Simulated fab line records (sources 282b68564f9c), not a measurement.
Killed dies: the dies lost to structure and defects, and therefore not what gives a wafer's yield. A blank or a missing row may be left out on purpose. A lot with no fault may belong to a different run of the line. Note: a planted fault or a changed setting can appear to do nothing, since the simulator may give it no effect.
Which tool is to blame? :: flow rit cmos :: Sampling: 14 lots, 42 wafers, 4 of 202 route steps

## WHAT EACH GAUGE READ, for each wafer
RIT_GATE_CD_MEAS_16: target cd 150 nm. Usual: cd nm reads 149.4 nm (standard deviation 2.2).
lot: L665
measured: day 2 13:20
on: cd sem-01
cd nm (nm): 144.6 143.6 148.9
flag: 

lot: L666
measured: day 2 17:05
on: cd sem-01
cd nm (nm): 146.1 147.4 148.5
flag: 

lot: L667
measured: day 2 23:22
on: cd sem-02
cd nm (nm): 150.0 147.2 148.5
flag: 

lot: L668
measured: day 3 05:05
on: cd sem-01
cd nm (nm): 150.3 147.9 147.4
flag: 

lot: L669
measured: day 3 09:48
on: cd sem-02
cd nm (nm): 153.6 152.2 150.9
flag: 

lot: L670
measured: day 3 14:38
on: cd sem-02
cd nm (nm): 150.7 150.2 150.9
flag: 

lot: L671
measured: day 3 18:08
on: cd sem-02
cd nm (nm): 146.3 147.3 149.9
flag: 

lot: L672
measured: day 4 01:38
on: cd sem-01
cd nm (nm): 150.4 150.8 151.3
flag: 

lot: L673
measured: day 4 05:57
on: cd sem-01
cd nm (nm): 359.5 359.0 361.6
flag: OFF

lot: L675
measured: day 5 01:17
on: cd sem-02
cd nm (nm): 314.0 313.9 313.0
flag: OFF

lot: L676
measured: day 5 00:58
on: cd sem-01
cd nm (nm): 147.4 146.1 149.2
flag: 

lot: L684
measured: day 6 14:24
on: cd sem-01
cd nm (nm): 150.8 149.1 148.9
flag: 

lot: L685
measured: day 6 18:55
on: cd sem-01
cd nm (nm): 151.7 151.1 152.4
flag: 

lot: L687
measured: day 7 03:26
on: cd sem-02
cd nm (nm): 147.8 152.8 147.8
flag: 

RIT_GATE_OVL_MEAS_17. Usual: GATE_OVL gives -0.2 nm (standard deviation 1.5).
lot: L665
measured: day 2 13:28
on: overlay-02
GATE_OVL (nm): -2.2 -0.6 -1.2
flag: 

lot: L666
measured: day 2 17:13
on: overlay-02
GATE_OVL (nm): -3.1 -2.5 -1.1
flag: 

lot: L667
measured: day 2 23:29
on: overlay-02
GATE_OVL (nm): -0.5 -0.5 0.3
flag: 

lot: L668
measured: day 3 05:13
on: overlay-01
GATE_OVL (nm): -2.6 -2.2 -1.5
flag: 

lot: L669
measured: day 3 09:55
on: overlay-02
GATE_OVL (nm): 0.6 1.5 1.4
flag: 

lot: L670
measured: day 3 14:46
on: overlay-01
GATE_OVL (nm): 2.2 3.2 3.2
flag: 

lot: L671
measured: day 3 18:13
on: overlay-01
GATE_OVL (nm): -0.8 -1.0 0.4
flag: 

lot: L672
measured: day 4 01:45
on: overlay-02
GATE_OVL (nm): -3.1 -4.5 -2.8
flag: 

lot: L673
measured: day 4 06:02
on: overlay-01
GATE_OVL (nm): -0.2 0.8 0.4
flag: 

lot: L675
measured: day 5 01:24
on: overlay-02
GATE_OVL (nm): -2.7 -2.3 -2.7
flag: 

lot: L676
measured: day 5 01:04
on: overlay-01
GATE_OVL (nm): 1.3 1.9 0.1
flag: 

lot: L684
measured: day 6 14:28
on: overlay-02
GATE_OVL (nm): 2.4 1.7 0.2
flag: 

lot: L685
measured: day 6 19:01
on: overlay-01
GATE_OVL (nm): 1.5 1.4 0.6
flag: 

lot: L687
measured: day 7 03:31
on: overlay-01
GATE_OVL (nm): 0.1 -1.6 0.1
flag: 

## WHICH TOOL RAN EACH LOT (tool, then ch and the chambers of the sampled wafers, then the start)
lot: L665
RIT_NRETRO_STRIP_09: plasma asher-01 ch 0,1, day 2 06:19
RIT_GATE_EXPOSE_13: iline stepper-01 ch 0, day 2 12:56

lot: L666
RIT_NRETRO_STRIP_09: plasma asher-04 ch 0,1, day 2 10:19
RIT_GATE_EXPOSE_13: iline stepper-02 ch 0, day 2 16:41

lot: L667
RIT_NRETRO_STRIP_09: plasma asher-02 ch 0, day 2 15:23
RIT_GATE_EXPOSE_13: iline stepper-01 ch 0, day 2 22:56

lot: L668
RIT_NRETRO_STRIP_09: plasma asher-01 ch 0,1, day 2 21:51
RIT_GATE_EXPOSE_13: iline stepper-01 ch 0, day 3 04:41

lot: L669
RIT_NRETRO_STRIP_09: plasma asher-04 ch 0,1, day 3 02:26
RIT_GATE_EXPOSE_13: iline stepper-01 ch 0, day 3 09:24

lot: L670
RIT_NRETRO_STRIP_09: plasma asher-01 ch 0,1, day 3 06:52
RIT_GATE_EXPOSE_13: iline stepper-02 ch 0, day 3 14:14

lot: L671
RIT_NRETRO_STRIP_09: plasma asher-02 ch 0,1, day 3 11:24
RIT_GATE_EXPOSE_13: iline stepper-01 ch 0, day 3 17:44

lot: L672
RIT_NRETRO_STRIP_09: plasma asher-04 ch 0,1, day 3 18:07
RIT_GATE_EXPOSE_13: iline stepper-01 ch 0, day 4 01:14

lot: L673
RIT_NRETRO_STRIP_09: plasma asher-02 ch 0,1, day 3 23:28
RIT_GATE_EXPOSE_13: iline stepper-01 ch 0, day 4 05:24

lot: L675
RIT_NRETRO_STRIP_09: plasma asher-04 ch 0, day 4 11:53
RIT_GATE_EXPOSE_13: iline stepper-01 ch 0, day 5 00:53

lot: L676
RIT_NRETRO_STRIP_09: plasma asher-01 ch 1, day 4 13:19
RIT_GATE_EXPOSE_13: iline stepper-02 ch 0, day 5 00:34

lot: L684
RIT_NRETRO_STRIP_09: plasma asher-01 ch 0,1, day 6 07:11
RIT_GATE_EXPOSE_13: iline stepper-02 ch 0, day 6 13:59

lot: L685
RIT_NRETRO_STRIP_09: plasma asher-04 ch 0,1, day 6 11:50
RIT_GATE_EXPOSE_13: iline stepper-02 ch 0, day 6 18:30

lot: L687
RIT_NRETRO_STRIP_09: plasma asher-04 ch 0,1, day 6 21:15
RIT_GATE_EXPOSE_13: iline stepper-02 ch 0, day 7 03:02
- RIT_NRETRO_STRIP_09: strips in O2, time 180 s.
- RIT_GATE_EXPOSE_13: exposes mask M6, target cd 150 nm.

## WHAT THE TOOLS THEMSELVES READ (means of the sampled wafers that have a number; where no wafer has one, the mark that the record gives instead)
RIT_NRETRO_STRIP_09. Usual: drypump motor current A reads 5.8 A (standard deviation 0.35).
lot: L665
tool: plasma asher-01
drypump motor current A (A): 5.8
flag: 

lot: L666
tool: plasma asher-04
drypump motor current A (A): 6.2
flag: 

lot: L667
tool: plasma asher-02
drypump motor current A (A): 6.1
flag: 

lot: L668
tool: plasma asher-01
drypump motor current A (A): 5.7
flag: 

lot: L669
tool: plasma asher-04
drypump motor current A (A): 6.2
flag: 

lot: L670
tool: plasma asher-01
drypump motor current A (A): 5.8
flag: 

lot: L671
tool: plasma asher-02
drypump motor current A (A): 5.8
flag: 

lot: L672
tool: plasma asher-04
drypump motor current A (A): 6.2
flag: 

lot: L673
tool: plasma asher-02
drypump motor current A (A): 5.4
flag: 

lot: L675
tool: plasma asher-04
drypump motor current A (A): 5.9
flag: 

lot: L676
tool: plasma asher-01
drypump motor current A (A): 5.9
flag: 

lot: L684
tool: plasma asher-01
drypump motor current A (A): 5.7
flag: 

lot: L685
tool: plasma asher-04
drypump motor current A (A): 6.2
flag: 

lot: L687
tool: plasma asher-04
drypump motor current A (A): 6.2
flag: 

RIT_GATE_EXPOSE_13. Usual: exposure dose mJ cm2 reads 380.0 (standard deviation 0.34).
lot: L665
tool: iline stepper-01
exposure dose mJ cm2: 379.7
flag: 

lot: L666
tool: iline stepper-02
exposure dose mJ cm2: 380.0
flag: 

lot: L667
tool: iline stepper-01
exposure dose mJ cm2: 380.0
flag: 

lot: L668
tool: iline stepper-01
exposure dose mJ cm2: 380.2
flag: 

lot: L669
tool: iline stepper-01
exposure dose mJ cm2: 379.6
flag: 

lot: L670
tool: iline stepper-02
exposure dose mJ cm2: 380.3
flag: 

lot: L671
tool: iline stepper-01
exposure dose mJ cm2: 380.6
flag: 

lot: L672
tool: iline stepper-01
exposure dose mJ cm2: 379.9
flag: 

lot: L673
tool: iline stepper-01
exposure dose mJ cm2: 252.8
flag: OFF

lot: L675
tool: iline stepper-01
exposure dose mJ cm2: 278.2
flag: OFF

lot: L676
tool: iline stepper-02
exposure dose mJ cm2: 380.0
flag: 

lot: L684
tool: iline stepper-02
exposure dose mJ cm2: 379.8
flag: 

lot: L685
tool: iline stepper-02
exposure dose mJ cm2: 380.0
flag: 

lot: L687
tool: iline stepper-02
exposure dose mJ cm2: 379.7
flag: 

## THE ANSWER, worked out from the rows above alone
Rule: a lot is off if the mean of its wafers that have a number lies more than 3 standard deviations from the usual mean. A lot without any number at a reading at which 4 lots or more have one is off too. The other lots that the step has rows for count as sound. First the gauges in route order, then the tools' own readings, where a lot's mean is used as printed above. The first step at which some lot is off is used, and at that step the reading that is off furthest; a lot without a number counts as furthest.
Off: L673, L675, at RIT_GATE_CD_MEAS_16 (cd nm).
A tool fits if, at a process step before that reading, it ran every lot that is off, and no sound lot after the first of them. The gauges at RIT_GATE_CD_MEAS_16 aren't tried: what is off there is off at RIT_GATE_EXPOSE_13 too, on other tools, and a gauge's error can't cause that. One fits: iline stepper-01 at RIT_GATE_EXPOSE_13. A fault onset in the window from L672 (day 4 01:14, its last sound lot) to L673 (day 4 05:24, its first lot off) fits.
The tool's own readings at RIT_GATE_EXPOSE_13 bear it out: on the lots that are off they differ by more than 5 times the standard deviation of the sound lots' means. exposure dose mJ cm2 reads 265.5 there against 380.0 on the sound lots.

## WHAT WAS PUT IN BY THE SIMULATOR
Drift in process parameters on iline stepper-01 at RIT_GATE_EXPOSE_13, starting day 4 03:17. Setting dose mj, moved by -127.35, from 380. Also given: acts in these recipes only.
Lots struck among those shown: L673, L675. The rule given above showed the same thing.
